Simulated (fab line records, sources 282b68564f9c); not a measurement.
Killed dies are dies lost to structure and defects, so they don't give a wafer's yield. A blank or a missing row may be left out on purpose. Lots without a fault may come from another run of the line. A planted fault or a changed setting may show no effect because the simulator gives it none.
A struck lot beside a sound one | flow rit_cmos | 15 steps out of a route of 202
Sound: wafers L720.1, L720.4, L720.5. Struck: wafers L723.1, L723.2, L723.3. The cause comes at the end.
At each step with rows: each side's tool, then ch and its chambers, then its first start. Under that, the readings that differ: sound wafers | struck wafers | difference of the means | sigmas: that difference in standard deviations of wafers without a fault.
alike: readings whose means differ by less than 2 such deviations, and words and numbers that are the same on both sides. not compared: withheld readings, readings that some wafer has no value for, bounds like >300 that may hide the same value, and numbers for which the record gives no deviation and whose values overlap.
The two part at a step that has a row with sigmas, a row that says differs or no value, or rows on one side only. Numbers that don't overlap but have no deviation are shown without sigmas and don't part them. A reading that every wafer of one side lacks parts them only if that side has two wafers or more.

first, 1 step without rows for these wafers: RIT_CONTACT_CLEAN_14 (cleans in SC2, time 600 s).
RIT_M1_SPUTTER_00: material Al, target thk 400 nm, time 500 s.
  sound on pvd_sputter-02, day 3 14:29; struck on pvd_sputter-03, day 4 14:23
  alike: throttle_valve_pct
RIT_M1_RS_MEAS_01: measures by four-point-probe.
  sound on film_metro-03, day 3 14:46; struck on film_metro-04, day 4 14:41
  reading           | sound                | struck               | difference | sigmas
  M1_AL_RS (ohm/sq) | 0.0719 0.0713 0.0721 | 0.0738 0.0740 0.0738 | +0.0021    | +2
RIT_M1_THK_MEAS_02: measures by xrf.
  sound on film_metro-03, day 3 14:53; struck on film_metro-04, day 4 14:48
  alike: M1_AL_THK
then, 6 steps without rows for these wafers: RIT_M1_HMDS_03 (prime time 60 s); RIT_M1_COAT_04 (resist thk 1300 nm); RIT_M1_SOFTBAKE_05 (time 60 s); RIT_M1_EXPOSE_06 (exposes mask M12, target cd 2600 nm); RIT_M1_PEB_07; RIT_M1_DEVELOP_08 (develop time 68 s).
RIT_M1_CD_MEAS_09: target cd 2600 nm.
  sound on cd_sem-02, day 3 15:50; struck on cd_sem-01, day 4 15:44
  alike: cd_nm
RIT_M1_OVL_MEAS_10:
  sound on overlay-02, day 3 15:57; struck on overlay-02, day 4 15:52
  alike: M1_OVL
RIT_M1_HARDBAKE_11: time 120 s.
  sound on litho_track-01 ch 0, day 3 15:59; struck on litho_track-01 ch 0, day 4 15:54
  reading                  | sound                | struck               | difference | sigmas
  heater_power_total_W (W) | 52.00 51.96 52.07    | 53.42 53.45 53.34    | +1.39      | +23
  plate_temp_C (C)         | 140.17 140.02 140.34 | 143.00 142.95 142.97 | +2.80      | +20
RIT_M1_METAL_ETCH_12: etches Al in Cl2/BCl3, stops on SiO2, time 165 s, target depth 600 nm.
  sound on rie_metal-04 ch 0,1, day 3 16:14; struck on rie_metal-02 ch 0,1, day 4 16:09
  alike: bcl3_flow_sccm, drypump_motor_current_A, oes_product_au, throttle_valve_pct
  not compared: rf_hours_counter_h
RIT_M1_PROBE_99:
  sound on prober-01, day 3 18:29; struck on prober-01, day 4 18:32
  alike: defect_limited_yield, killed_at_contacts, killed_at_front_end, killed_dies, killed_open, killed_short, sort_bin_3_pad_short, sort_bin_5_function, sort_bin_6_memory, sort_n_pass, sort_yield_pct

WHERE THEY PART
First at RIT_M1_RS_MEAS_01; last, within this record, at RIT_M1_HARDBAKE_11. Later steps at which nothing parts them and some readings are alike: RIT_M1_METAL_ETCH_12, RIT_M1_PROBE_99.

WHY: what the simulator had put in
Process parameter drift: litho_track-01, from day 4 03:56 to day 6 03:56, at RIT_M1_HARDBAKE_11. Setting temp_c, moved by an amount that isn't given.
